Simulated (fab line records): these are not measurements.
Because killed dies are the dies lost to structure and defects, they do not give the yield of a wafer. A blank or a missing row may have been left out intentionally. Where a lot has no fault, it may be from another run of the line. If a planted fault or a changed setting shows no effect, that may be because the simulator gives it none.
8D (eight disciplines) problem report, filled in by code	flow rit_cmos	the parts of the form that need people (team, actions taken, sign-off) are left out

1. THE PROBLEM
Mean of heater_power_total_W at RIT_NWELL_HARDBAKE_07: 53.46 W across 6 wafers in 2 lots; on wafers with no fault it is 52.02 W (standard deviation 0.062). That puts it +23 standard deviations away from the usual mean.
The step: time 120 s.
First seen on wafer L590.1, day 4 19:57, on litho_track-03. At this step, 42 wafers from 14 lots have a number in the record. Rule for "out", or "out of limits": more than 4 standard deviations from the usual mean. The other wafers with a number count as sound.

2. WHAT IT IS AND WHAT IT IS NOT
question	is	is not
which readings at this step	heater_power_total_W, plate_temp_C	-
which lots	L590, L592	L576, L577, L578, L579, L580, L581, L582, L583, L586, L591, L597, L598
which wafers of those lots	all that have a number	-
read on which tools	litho_track-03	litho_track-01, litho_track-02
when	from day 4 19:57	up to then (27 sound wafers); but 9 sound wafers of L591, L597, L598 came after

3. SUSPECTS, AND WHAT RULES EACH OUT
Counting: a tool stays on the suspect list if, at a process step up to the reading, it processed all lots that are out and no sound lot following the first of them.
- litho_track-03 at RIT_NWELL_HARDBAKE_07 (time 120 s): kept. Every lot that is out went through it, starting with L590 (day 4 19:57), and after that it ran no sound lot; the last sound lot it ran before then is L582 (day 3 07:11). On those wafers its own readings are out: heater_power_total_W, plate_temp_C.
Remaining after the count: litho_track-03 at RIT_NWELL_HARDBAKE_07.

4. THE CAUSE (what the simulator had put in)
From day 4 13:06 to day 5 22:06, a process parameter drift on litho_track-03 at RIT_NWELL_HARDBAKE_07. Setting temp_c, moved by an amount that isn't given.
Only this tool survived the counting.

5. THE CHAIN OF EFFECTS, in route order
One row per reading whose mean, taken over the struck wafers that have a number, lies over 3 standard deviations from the usual. Readings are gone through only where the record gives a usual standard deviation; hours: the median, over the lots, of the time from a lot's start at the first step in this table giving one to that lot's start at this step; sigmas: the change measured in usual standard deviations.
hours	step	reading	usual	on struck wafers	change	sigmas
0	RIT_NWELL_HARDBAKE_07	heater_power_total_W	52.02 W	53.46	+1.44	+23
0	RIT_NWELL_HARDBAKE_07	plate_temp_C	140.00 C	142.88	+2.88	+22
Here are the process steps it includes:
- RIT_NWELL_HARDBAKE_07: time 120 s.

6. HOW IT WOULD HAVE BEEN CAUGHT EARLIER
The fault began at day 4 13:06; the first out-of-limits reading in this record came at day 4 19:57, 7 hours later.
